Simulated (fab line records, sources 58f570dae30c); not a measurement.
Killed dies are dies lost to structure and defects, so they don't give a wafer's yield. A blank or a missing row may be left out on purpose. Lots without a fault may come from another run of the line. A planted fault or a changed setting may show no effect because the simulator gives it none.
Which tool did it? | flow berkeley_cmos170 | 15 lots, 45 wafers sampled, at 3 steps of a route of 331

WHAT THE GAUGES READ, wafer by wafer
UCB170_NWELL_THK_MEAS_02.
lot  | measured    | on            | NWELL_OXIDE_THK (nm)
L178 | day 2 12:23 | film_metro-02 | 26.2 25.9 26.3
L179 | day 2 21:26 | film_metro-03 | 25.9 25.5 25.9
L180 | day 2 21:26 | film_metro-01 | 26.1 26.2 26.0
L182 | day 3 09:11 | film_metro-03 | 26.3 26.1 26.2
L183 | day 3 09:11 | film_metro-01 | 26.6 26.6 27.0
L181 | day 3 09:13 | film_metro-02 | 26.2 26.1 26.3
L186 | day 4 10:42 | film_metro-02 | 26.8 26.9 27.2
L187 | day 4 10:42 | film_metro-03 | 26.7 26.4 26.7
L188 | day 4 20:20 | film_metro-03 | 27.0 26.8 26.5
L193 | day 5 13:23 | film_metro-01 | 27.1 27.3 27.6
L195 | day 6 02:58 | film_metro-03 | 26.5 26.6 26.5
L196 | day 6 09:40 | film_metro-01 | 26.2 26.4 26.4
L198 | day 6 16:14 | film_metro-03 | 26.4 26.7 26.3
L197 | day 6 16:14 | film_metro-02 | 26.6 27.0 27.1
L199 | day 7 06:52 | film_metro-02 | 26.2 26.2 26.2

UCB170_M2_CD_MEAS_90: target cd 700 nm.
lot  | measured     | on        | cd_nm (nm)
L178 | day 9 16:26  | cd_sem-02 | 702 699 696
L179 | day 9 16:03  | cd_sem-02 | 695 693 694
L180 | day 9 14:59  | cd_sem-02 | 702 696 700
L182 | day 10 07:40 | cd_sem-02 | 693 697 695
L183 | day 10 06:14 | cd_sem-02 | 703 702 697
L181 | day 10 09:01 | cd_sem-02 | 700 701 697
L193 | day 12 05:49 | cd_sem-02 | 701 704 698
L195 | day 13 12:20 | cd_sem-01 | 703 702 699
L196 | day 13 12:22 | cd_sem-02 | 696 702 698
L198 | day 13 11:58 | cd_sem-02 | 700 707 707
L197 | day 13 13:17 | cd_sem-02 | 699 699 700
L199 | day 14 05:39 | cd_sem-01 | 697 701 702

WHICH TOOL RAN EACH LOT (tool, then ch and the chambers of the sampled wafers, then the start)
lot  | UCB170_PWELL_CVD_05
L178 | lpcvd-02 ch 1, day 3 20:26
L179 | lpcvd-01 ch 0, day 4 04:50
L180 | lpcvd-01 ch 1, day 4 04:50
L182 | lpcvd-02 ch 0, day 4 16:57
L183 | lpcvd-02 ch 1, day 4 16:57
L181 | lpcvd-02 ch 0, day 4 16:57
L186 | lpcvd-02 ch 1, day 5 13:55
L187 | lpcvd-02 ch 0, day 5 13:55
L188 | lpcvd-01 ch 0, day 5 21:52
L193 | lpcvd-01 ch 1, day 6 19:38
L195 | lpcvd-01 ch 1, day 7 07:55
L196 | lpcvd-02 ch 0, day 7 16:32
L198 | lpcvd-02 ch 0, day 7 21:17
L197 | lpcvd-02 ch 1, day 7 21:17
L199 | lpcvd-02 ch 1, day 8 10:41
- UCB170_PWELL_CVD_05: deposits Si3N4 from SiH2Cl2/NH3, target thk 220 nm, time 3300 s.

WHAT THE TOOLS THEMSELVES READ (means of the sampled wafers that have a number; where no wafer has one, the mark that the record gives instead)
UCB170_PWELL_CVD_05.
lot  | tool     | nh3_flow_sccm (sccm) | pressure_mtorr (mTorr)
L178 | lpcvd-02 | 75.00                | 199.6
L179 | lpcvd-01 | 75.07                | 199.9
L180 | lpcvd-01 | 75.01                | 199.8
L182 | lpcvd-02 | 74.84                | 200.3
L183 | lpcvd-02 | 74.81                | 199.9
L181 | lpcvd-02 | 74.92                | 200.1
L186 | lpcvd-02 | -                    | -
L187 | lpcvd-02 | -                    | -
L188 | lpcvd-01 | -                    | -
L193 | lpcvd-01 | 75.02                | 199.7
L195 | lpcvd-01 | 75.46                | 200.0
L196 | lpcvd-02 | 75.10                | 200.5
L198 | lpcvd-02 | 75.25                | 199.1
L197 | lpcvd-02 | 74.88                | 200.0
L199 | lpcvd-02 | 75.01                | 200.0

THE ANSWER, worked out from the rows above alone
Rule: what is usual is taken from the lots themselves. Put in order of their means at a reading, lots are off if they are a third of the lots or fewer, leave a main group of 4 or more, and stand apart from it by a gap of 3 or more times the standard deviation of the main group's means; of several such gaps the widest counts. A main group whose means are all the same, to the digits that the tables above print for the reading, isn't used. A lot without any number at a reading at which 4 lots or more have one is off too. The other lots that the step has rows for count as sound. The gauges are gone through in route order, then the tools' own readings, and for those a lot's mean is taken as printed above. The first step at which some lot is off is used, and at that step the reading that is off furthest; a lot without a number counts as furthest.
Off: L186, L187, L188, at UCB170_PWELL_CVD_05 (nh3_flow_sccm). Without a number there: L186, L187, L188. The main group: mean 75.03 sccm, standard deviation 0.17.
A tool fits if, at that step or a process step before it, it ran every lot that is off, and no sound lot after the first of them. None of those tried fits.

WHAT THE SIMULATOR HAD PUT IN
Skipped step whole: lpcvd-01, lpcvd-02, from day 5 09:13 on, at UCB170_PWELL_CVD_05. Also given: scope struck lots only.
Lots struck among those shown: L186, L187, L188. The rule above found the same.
